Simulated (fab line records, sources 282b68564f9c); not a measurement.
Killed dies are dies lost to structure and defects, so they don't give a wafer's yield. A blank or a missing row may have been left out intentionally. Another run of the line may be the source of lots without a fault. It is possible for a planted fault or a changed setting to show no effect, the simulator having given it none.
Split-lot experiment | flow rit_cmos | 23 wafers read from 5 lots, route of 202 steps

## THE SPLIT
At RIT_M1_SPUTTER_00 (material Al, target thk 400 nm, time 500 s), the setting power_w was moved away from the recipe's 2000 W on 11 of the 23 wafers read, by -9.8% to +9.4%. All remaining wafers had this setting at the recipe value.

## THE PATH FROM SPLIT TO READING: the file shows 1 step between them
- RIT_M1_RS_MEAS_01: measures by four-point-probe

## THE READING
M1_AL_THK, in nm, at RIT_M1_THK_MEAS_02 (measures by xrf). A value of 398 nm with a standard deviation of 4.9 nm is what fault-free wafers of this fab line usually give.

wafer  | tool, chamber at the split | power_w as run, W | against the recipe | M1_AL_THK, nm | against lot-mates on the recipe
L075.1 | pvd_sputter-01, -          | 2000              | recipe             | 402           | -
L075.2 | pvd_sputter-01, -          | 1807              | -9.7%              | 365           | -38
L075.3 | pvd_sputter-01, -          | 2000              | recipe             | 400           | -
L075.4 | pvd_sputter-01, -          | 2000              | recipe             | 406           | -
L075.6 | pvd_sputter-01, -          | 1807              | -9.7%              | 366           | -37
L076.1 | pvd_sputter-02, -          | 2084              | +4.2%              | 417           | +16
L076.2 | pvd_sputter-02, -          | 2000              | recipe             | 404           | -
L076.3 | pvd_sputter-02, -          | 2084              | +4.2%              | 419           | +18
L076.4 | pvd_sputter-02, -          | 2084              | +4.2%              | 417           | +16
L076.6 | pvd_sputter-02, -          | 2000              | recipe             | 399           | -
L081.1 | pvd_sputter-01, -          | 2000              | recipe             | 404           | -
L081.3 | pvd_sputter-01, -          | 1804              | -9.8%              | 366           | -38
L081.4 | pvd_sputter-01, -          | 2000              | recipe             | 404           | -
L081.5 | pvd_sputter-01, -          | 1804              | -9.8%              | 367           | -37
L081.6 | pvd_sputter-01, -          | 1804              | -9.8%              | 367           | -37
L082.1 | pvd_sputter-02, -          | 2000              | recipe             | 397           | -
L082.3 | pvd_sputter-02, -          | 2000              | recipe             | 389           | -
L082.5 | pvd_sputter-02, -          | 2000              | recipe             | 395           | -
L083.2 | pvd_sputter-01, -          | 2188              | +9.4%              | 436           | +42
L083.3 | pvd_sputter-01, -          | 2000              | recipe             | 398           | -
L083.4 | pvd_sputter-01, -          | 2188              | +9.4%              | 437           | +44
L083.5 | pvd_sputter-01, -          | 2000              | recipe             | 389           | -
L083.6 | pvd_sputter-01, -          | 2188              | +9.4%              | 433           | +40

FIT RESULTS
A straight line over all 23 wafers: M1_AL_THK changes by +3.62 nm for each +1% of power_w; r = +0.98; the points scatter about the line by 4.5 nm.
The same after taking each lot's own level away (the mean of its wafers on the recipe; 23 wafers): +4.04 nm for each +1%; r = +0.99; scatter 2.9 nm.
The reading moves by 40 nm for the largest change in power_w, on that fit.
The lots' own levels span 393.5 to 404.0 nm, that is 2.1 times the standard deviation above.
Hence the slope depends on the lot-to-lot level, as the two fits are not the same.
Check: for one of the wafers moved furthest among these (-9.8%), held out of the fit, the line's prediction against its lot-mates is -38.9 nm. It came out at -38 nm against them.

## ADDITIONAL SPLITS CARRIED BY THESE WAFERS
Other splits were also applied to these wafers ahead of the reading. Each is held against what the fit with the lots' levels taken away leaves over:
other split on the same wafers   | wafers away from the commonest value | r with M1_AL_THK (lot level and that fit taken away)
RIT_ACTIVE_ETCH_13 time_s        | 4                                    | -0.11
RIT_NWELL_COAT_01 resist_thk_nm  | 7                                    | -0.11
RIT_NWELL_SOFTBAKE_02 temp_c     | 4                                    | +0.01
RIT_NRETRO_COAT_01 spin_rpm      | 5                                    | -0.03
RIT_PRETRO_SOFTBAKE_02 temp_c    | 8                                    | +0.18
RIT_PRETRO_IMPLANT_08 energy_kev | 9                                    | +0.03
RIT_GATE_COAT_11 resist_thk_nm   | 10                                   | -0.05
RIT_GATE_DEVELOP_15 dev_temp_c   | 5                                    | -0.38
RIT_PLDD_IMPLANT_08 energy_kev   | 6                                    | +0.19
RIT_PSD_COAT_01 resist_thk_nm    | 11                                   | -0.11
RIT_PSD_HARDBAKE_07 temp_c       | 10                                   | -0.41

## THE WHOLE CHAIN: every reading that the file lists as answering this split, in the file's order
step               | what it does                               | reading                                                                     | change (the file's fit)               | r (the file's)
RIT_M1_SPUTTER_00  | material Al, target thk 400 nm, time 500 s | Al_of_M1_SPUTTER_00.thk_nm (the simulator's own value, which no gauge read) | +4 nm for each +1% of the setting     | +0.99
RIT_M1_RS_MEAS_01  | measures by four-point-probe               | M1_AL_RS                                                                    | -0.000766 for each +1% of the setting | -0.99
RIT_M1_THK_MEAS_02 | measures by xrf                            | M1_AL_THK                                                                   | +3.99 for each +1% of the setting     | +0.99

## THE FILE'S OWN FIT
M1_AL_THK changes by +3.99 nm for each +1% of power_w, r = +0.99.
